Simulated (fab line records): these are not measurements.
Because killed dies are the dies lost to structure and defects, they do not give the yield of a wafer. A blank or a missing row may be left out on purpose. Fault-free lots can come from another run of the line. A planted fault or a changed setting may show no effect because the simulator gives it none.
Shared-tool check ; flow rit-cmos ; Sample size 15 lots and 45 wafers

REASON FOR OPENING
3 of 15 lots carry a flag on the reading PSD_TW at RIT_PSD_TW_MEAS_10. Wafers without a fault read 3416, standard deviation 21.
Rule: flag the lot when none of its wafers has a number, or when each of its wafers that has one lies beyond 4 standard deviations from that mean. The rest of the lots are taken to be sound.

lot;measured;on;PSD_TW, wafer by wafer;flag
L320;day 3 02:32;film-metro-03;3401 3397 3387;
L321;day 3 05:59;film-metro-01;3416 3429 3420;
L322;day 3 19:02;film-metro-03;3378 3373 3379;
L323;day 4 01:22;film-metro-03;3425 3427 3416;
L324;day 4 08:10;film-metro-01;3417 3416 3413;
L325;day 4 09:44;film-metro-03;3536 3508 3523;FLAGGED
L327;day 4 20:13;film-metro-01;3536 3540 3525;FLAGGED
L328;day 4 23:23;film-metro-01;3532 3530 3529;FLAGGED
L335;day 6 12:41;film-metro-01;3432 3439 3466;
L336;day 6 20:37;film-metro-03;3378 3392 3379;
L337;day 6 20:51;film-metro-04;3427 3394 3411;
L338;day 7 02:05;film-metro-04;3411 3416 3406;
L340;day 7 11:09;film-metro-01;3421 3446 3425;
L343;day 7 21:29;film-metro-04;3416 3407 3419;
L342;day 19 09:19;film-metro-01;3396 3417 3405;
On average the flagged lots' numbers are 3529, which is +113 against the usual, or +5 standard deviations.

WHICH TOOL RAN EACH LOT
The record holds 1 process step before the reading, out of a route of 202 steps. In each cell: the tool, then ch and the chambers that the sampled wafers went through, then the start.
lot;flag;RIT_PSD_IMPLANT_08
L320;;implanter-01 ch 0, day 3 02:13
L321;;implanter-04 ch 0, day 3 05:40
L322;;implanter-02 ch 0, day 3 18:43
L323;;implanter-02 ch 0, day 4 01:03
L324;;implanter-02 ch 0, day 4 07:51
L325;FLAGGED;implanter-02 ch 0, day 4 09:24
L327;FLAGGED;implanter-02 ch 0, day 4 19:54
L328;FLAGGED;implanter-02 ch 0, day 4 23:04
L335;;implanter-04 ch 0, day 6 12:22
L336;;implanter-04 ch 0, day 6 20:19
L337;;implanter-01 ch 0, day 6 20:32
L338;;implanter-04 ch 0, day 7 01:46
L340;;implanter-01 ch 0, day 7 10:52
L343;;implanter-02 ch 0, day 7 21:11
L342;;implanter-04 ch 0, day 19 09:01
What the steps here do:
- RIT_PSD_IMPLANT_08
- RIT_PSD_TW_MEAS_10

FLAGGED AGAINST TOTAL, ONE TOOL AT A TIME (gauges that did the reading follow at the end)
step;tool;lots run;flagged;share of the flagged lots;sound lots run after its first flagged lot
RIT_PSD_IMPLANT_08;implanter-01;3;0;none;-
RIT_PSD_IMPLANT_08;implanter-02;7;3;all;1 (L343)
RIT_PSD_IMPLANT_08;implanter-04;5;0;none;-
RIT_PSD_TW_MEAS_10;film-metro-01;7;2;some;3 (L335,L340,L342)
RIT_PSD_TW_MEAS_10;film-metro-03;5;1;some;1 (L336)
RIT_PSD_TW_MEAS_10;film-metro-04;3;0;none;-

THE TABLE: WHAT IT ALLOWS
Rows of the table that ran each flagged lot: 1, that is implanter-02 at RIT_PSD_IMPLANT_08.
- implanter-02 at RIT_PSD_IMPLANT_08 ran 7 lots, 3 of them flagged. Sound lots followed the first flagged one (L343) on it, something a lasting fault affecting the whole tool could not allow. Its own readings (beam-energy-keV) fall more than 4 standard deviations out on all wafers of the flagged lots.
No row of the table ran every flagged lot and no sound lot after the first.

WHAT WAS PUT IN BY THE SIMULATOR
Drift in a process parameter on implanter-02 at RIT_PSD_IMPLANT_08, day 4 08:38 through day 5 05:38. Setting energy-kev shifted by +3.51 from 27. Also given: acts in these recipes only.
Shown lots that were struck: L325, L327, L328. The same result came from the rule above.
